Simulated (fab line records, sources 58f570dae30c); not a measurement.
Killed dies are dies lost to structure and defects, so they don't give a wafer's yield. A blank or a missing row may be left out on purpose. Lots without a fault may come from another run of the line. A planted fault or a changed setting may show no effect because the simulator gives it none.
A struck lot beside a sound one | flow berkeley_cmos170 | 14 steps out of a route of 331
Sound: wafers L969.2, L969.3, L969.6. Struck: wafers L978.2, L978.4, L978.5. The cause comes at the end.
At each step with rows: each side's tool, then ch and its chambers, then its first start. Under that, the readings that differ: sound wafers | struck wafers | difference of the means | sigmas: that difference in standard deviations of wafers without a fault.
alike: readings whose means differ by less than 2 such deviations, and words and numbers that are the same on both sides. not compared: withheld readings, readings that some wafer has no value for, bounds like >300 that may hide the same value, and numbers for which the record gives no deviation and whose values overlap.
The two part at a step that has a row with sigmas, a row that says differs or no value, or rows on one side only. Numbers that don't overlap but have no deviation are shown without sigmas and don't part them. A reading that every wafer of one side lacks parts them only if that side has two wafers or more.

UCB170_ZERO_ETCH_06: etches SiO2 in CHF3/CF4/Ar, time 12 s.
  sound on rie_diel-01 ch 1,3, day 4 03:22; struck on rie_diel-01 ch 0,2, day 5 23:11
  alike: chamber_pressure_mTorr, drypump_motor_current_A, oes_product_au, throttle_valve_pct
  not compared: rf_hours_counter_h
UCB170_ZERO_STRIP_07: strips in O2.
  sound on plasma_asher-03 ch 0, day 4 03:23; struck on plasma_asher-02 ch 0,1, day 5 23:12
  reading                      | sound             | struck            | difference | sigmas
  strip_time_to_endpoint_s (s) | 21.53 21.55 21.53 | 21.40 21.39 21.39 | -0.14      | -2
  alike: chamber_pressure_mTorr, drypump_motor_current_A, oes_product_au
  not compared: rf_hours_counter_h
then, 2 steps without rows for these wafers: UCB170_NWELL_WET_ETCH_00 (etches SiO2 in dHF, time 200 s); UCB170_NWELL_OXIDATION_01 (target thk 26.4 nm, ox time 1260 s).
UCB170_NWELL_THK_MEAS_02:
  sound on film_metro-03, day 4 07:07; struck on film_metro-02, day 6 02:19
  reading              | sound          | struck         | difference | sigmas
  NWELL_OXIDE_THK (nm) | 25.6 25.6 25.4 | 26.6 26.7 26.8 | +1.2       | +2
then, 2 steps without rows for these wafers: UCB170_NWELL_ANNEAL_03 (time 900 s); UCB170_NWELL_CVD_04 (deposits Si3N4 from SiH2Cl2/NH3, target thk 224 nm, time 3360 s).
UCB170_NWELL_THK_MEAS_05:
  sound on film_metro-04, day 4 13:08; struck on film_metro-04, day 6 09:49
  alike: NWELL_NITRIDE_THK
then, 4 steps without rows for these wafers: UCB170_NWELL_HMDS_06 (prime time 60 s); UCB170_NWELL_COAT_07 (resist thk 900 nm); UCB170_NWELL_SOFTBAKE_08 (time 60 s); UCB170_NWELL_EXPOSE_09 (exposes mask NWELL, target cd 3000 nm).
UCB170_NWELL_PEB_10:
  sound on litho_track-01 ch 0, day 4 14:08; struck on litho_track-03, day 6 11:57
  no value came back on the struck wafers for chill_plate_temp_C (C), exhaust_pa (Pa); on the sound wafers chill_plate_temp_C (C) reads 22.78 22.81 22.87
then, 1 step without rows for these wafers: UCB170_NWELL_DEVELOP_11 (develop time 45 s).

WHERE THEY PART
First at UCB170_ZERO_STRIP_07; last, within this record, at UCB170_NWELL_PEB_10.

WHY: what the simulator had put in
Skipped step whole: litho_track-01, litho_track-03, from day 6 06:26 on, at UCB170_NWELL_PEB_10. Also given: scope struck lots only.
